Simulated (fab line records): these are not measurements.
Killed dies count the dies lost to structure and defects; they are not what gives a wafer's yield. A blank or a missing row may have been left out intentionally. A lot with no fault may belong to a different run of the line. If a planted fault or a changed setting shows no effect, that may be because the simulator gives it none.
Check for tools in common ; flow berkeley-cmos170 ; Sample size 14 lots and 42 wafers

WHY THIS WAS OPENED
At UCB170_NSD_CD_MEAS_06 the reading cd-nm is flagged on 2 of 14 lots. Wafers without a fault read 1200.1 nm, standard deviation 1.5.
Rule: flag the lot when none of its wafers has a number, or when each of its wafers that has one lies beyond 4 standard deviations from that mean. The other lots count as sound.

lot;measured;on;cd-nm (nm), wafer by wafer;flag
L797;day 7 00:29;cd-sem-02;1198.9 1200.6 1199.3;
L798;day 7 00:40;cd-sem-02;1202.0 1200.8 1200.1;
L800;day 7 00:49;cd-sem-01;1200.1 1201.2 1200.3;
L799;day 7 00:55;cd-sem-02;1201.8 1200.5 1201.1;
L801;day 7 11:10;cd-sem-02;1198.0 1197.5 1198.8;
L811;day 9 04:15;cd-sem-02;1236.8 1237.2 1237.5;FLAGGED
L808;day 9 04:42;cd-sem-02;1199.4 1199.5 1199.2;
L810;day 9 04:58;cd-sem-02;1230.8 1230.4 1231.4;FLAGGED
L812;day 9 14:01;cd-sem-02;1196.8 1196.9 1197.6;
L813;day 10 07:14;cd-sem-01;1199.7 1199.7 1199.6;
L816;day 10 16:41;cd-sem-01;1200.8 1202.0 1200.8;
L817;day 10 16:48;cd-sem-02;1199.9 1201.0 1201.2;
L814;day 10 17:32;cd-sem-01;1203.1 1203.1 1202.8;
L815;day 10 19:03;cd-sem-01;1199.3 1199.4 1199.1;
Average over the flagged lots: 1234.0 nm; offset from the usual +33.9 nm, equal to +23 standard deviations.

LOT BY LOT: THE TOOL USED
The record keeps 1 process step preceding the reading, out of 331 steps on the route. Cell contents, in order: the tool; ch with the chambers the sampled wafers went through; the start.
lot;flag;UCB170_NSD_EXPOSE_03
L797;;krf-scanner-01 ch 0, day 6 23:03
L798;;krf-scanner-01 ch 0, day 6 23:20
L800;;krf-scanner-01 ch 0, day 6 23:31
L799;;krf-scanner-01 ch 0, day 6 23:46
L801;;krf-scanner-01 ch 0, day 7 10:42
L811;FLAGGED;krf-scanner-02 ch 0, day 9 03:39
L808;;krf-scanner-01 ch 0, day 9 04:00
L810;FLAGGED;krf-scanner-02 ch 0, day 9 04:17
L812;;krf-scanner-01 ch 0, day 9 13:03
L813;;krf-scanner-01 ch 0, day 10 06:25
L816;;krf-scanner-01 ch 0, day 10 15:26
L817;;krf-scanner-01 ch 0, day 10 15:34
L814;;krf-scanner-01 ch 0, day 10 16:13
L815;;krf-scanner-01 ch 0, day 10 18:14
What the steps here do:
- UCB170_NSD_EXPOSE_03: exposes mask NSELECT MOD, target cd 1200 nm.
- UCB170_NSD_CD_MEAS_06: target cd 1200 nm.

FLAGGED AGAINST TOTAL, ONE TOOL AT A TIME (gauges that did the reading follow at the end)
step;tool;lots run;flagged;share of the flagged lots;sound lots run after its first flagged lot
UCB170_NSD_EXPOSE_03;krf-scanner-01;12;0;none;-
UCB170_NSD_EXPOSE_03;krf-scanner-02;2;2;all;0
UCB170_NSD_CD_MEAS_06;cd-sem-01;5;0;none;-
UCB170_NSD_CD_MEAS_06;cd-sem-02;9;2;all;3 (L808,L812,L817)

WHAT THE TABLE ALLOWS
2 rows of the table ran every flagged lot: krf-scanner-02 at UCB170_NSD_EXPOSE_03, cd-sem-02 at UCB170_NSD_CD_MEAS_06.
- krf-scanner-02 at UCB170_NSD_EXPOSE_03: 2 of its 2 lots flagged. Because this sample shows no sound lot run on it before its first flagged lot, the start cannot be pinned down more closely. Its own readings (exposure-dose-mJ-cm2) fall more than 4 standard deviations out on all wafers of the flagged lots.
- cd-sem-02 at UCB170_NSD_CD_MEAS_06: 2 of its 9 lots flagged. Sound lots followed the first flagged one (L808, L812, L817) on it, something a lasting fault affecting the whole tool could not allow.
Just one tool remains: krf-scanner-02 at UCB170_NSD_EXPOSE_03.

WHAT HAD BEEN PUT IN BY THE SIMULATOR
Process parameters drifting: krf-scanner-02 at UCB170_NSD_EXPOSE_03, beginning at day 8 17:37. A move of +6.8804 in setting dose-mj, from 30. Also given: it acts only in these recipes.
Shown lots that were struck: L811, L810. The rule above reached the same finding.
